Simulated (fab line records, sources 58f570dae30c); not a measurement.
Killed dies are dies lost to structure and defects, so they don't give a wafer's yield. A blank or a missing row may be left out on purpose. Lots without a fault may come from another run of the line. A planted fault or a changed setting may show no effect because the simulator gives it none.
Split-lot experiment | flow berkeley_cmos170 | 5 lots, 23 wafers read, on a route of 331 steps

THE SPLIT
At UCB170_PLDD_PEB_04, the setting peb_temp_c was moved away from the recipe's 130 C on 8 of the 23 wafers read, by -2.9% to +1.8%. The other wafers ran this setting at the recipe's value.

FROM THE SPLIT TO THE READING: what the file shows between them, 1 step
- UCB170_PLDD_DEVELOP_05: develop time 45 s

THE READING
cd_nm, in nm, at UCB170_PLDD_CD_MEAS_06 (target cd 1200 nm). Fault-free wafers of this fab line usually give 1200.0 nm, standard deviation 1.1 nm.

wafer  | tool, chamber at the split | peb_temp_c as run, C | against the recipe | cd_nm, nm | against lot-mates on the recipe
L074.1 | litho_track-03, 0          | 130                  | recipe             | 1200.2    | -
L074.2 | litho_track-03, 0          | 130                  | recipe             | 1200.4    | -
L074.3 | litho_track-03, 0          | 130                  | recipe             | 1200.6    | -
L074.4 | litho_track-03, 0          | 130                  | recipe             | 1200.4    | -
L074.6 | litho_track-03, 0          | 130                  | recipe             | 1199.8    | -
L077.1 | litho_track-03, 0          | 126.2                | -2.9%              | 1171.5    | -29.7
L077.2 | litho_track-03, 0          | 126.2                | -2.9%              | 1172.0    | -29.2
L077.3 | litho_track-03, 0          | 130                  | recipe             | 1200.5    | -
L077.5 | litho_track-03, 0          | 126.2                | -2.9%              | 1169.4    | -31.8
L077.6 | litho_track-03, 0          | 130                  | recipe             | 1201.8    | -
L076.2 | litho_track-04, 0          | 130                  | recipe             | 1200.2    | -
L076.3 | litho_track-04, 0          | 128.7                | -1.0%              | 1189.7    | -10.7
L076.4 | litho_track-04, 0          | 128.7                | -1.0%              | 1190.2    | -10.2
L076.5 | litho_track-04, 0          | 130                  | recipe             | 1200.6    | -
L076.6 | litho_track-04, 0          | 128.7                | -1.0%              | 1191.1    | -9.3
L079.1 | litho_track-03, 0          | 130                  | recipe             | 1199.8    | -
L079.3 | litho_track-03, 0          | 130                  | recipe             | 1200.4    | -
L079.6 | litho_track-03, 0          | 130                  | recipe             | 1199.8    | -
L080.1 | litho_track-02, 0          | 132.3                | +1.8%              | 1213.2    | +14.5
L080.2 | litho_track-02, 0          | 130                  | recipe             | 1198.5    | -
L080.3 | litho_track-02, 0          | 132.3                | +1.8%              | 1214.2    | +15.5
L080.4 | litho_track-02, 0          | 130                  | recipe             | 1199.6    | -
L080.5 | litho_track-02, 0          | 130                  | recipe             | 1198.0    | -

THE FIT
A straight line over all 23 wafers: cd_nm changes by +9.41 nm for each +1% of peb_temp_c; r = +0.99; the points scatter about the line by 1.3 nm.
The same after taking each lot's own level away (the mean of its wafers on the recipe; 23 wafers): +9.87 nm for each +1%; r = +1.00; scatter 1 nm.
On that fit, the largest move of peb_temp_c shifts the reading by 29 nm.
The lots' own levels span 1198.70 to 1201.15 nm, that is 2.2 times the standard deviation above.
So the lot-to-lot level changes the slope little: the two slopes agree.
Check: with one of the wafers moved furthest among these (-2.9%) left out of the fit, the line predicts -29.2 nm for it against its lot-mates. It came out at -29.7 nm against them.

THE FILE'S OWN FIT
cd_nm changes by +9.86 nm for each +1% of peb_temp_c, r = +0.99.
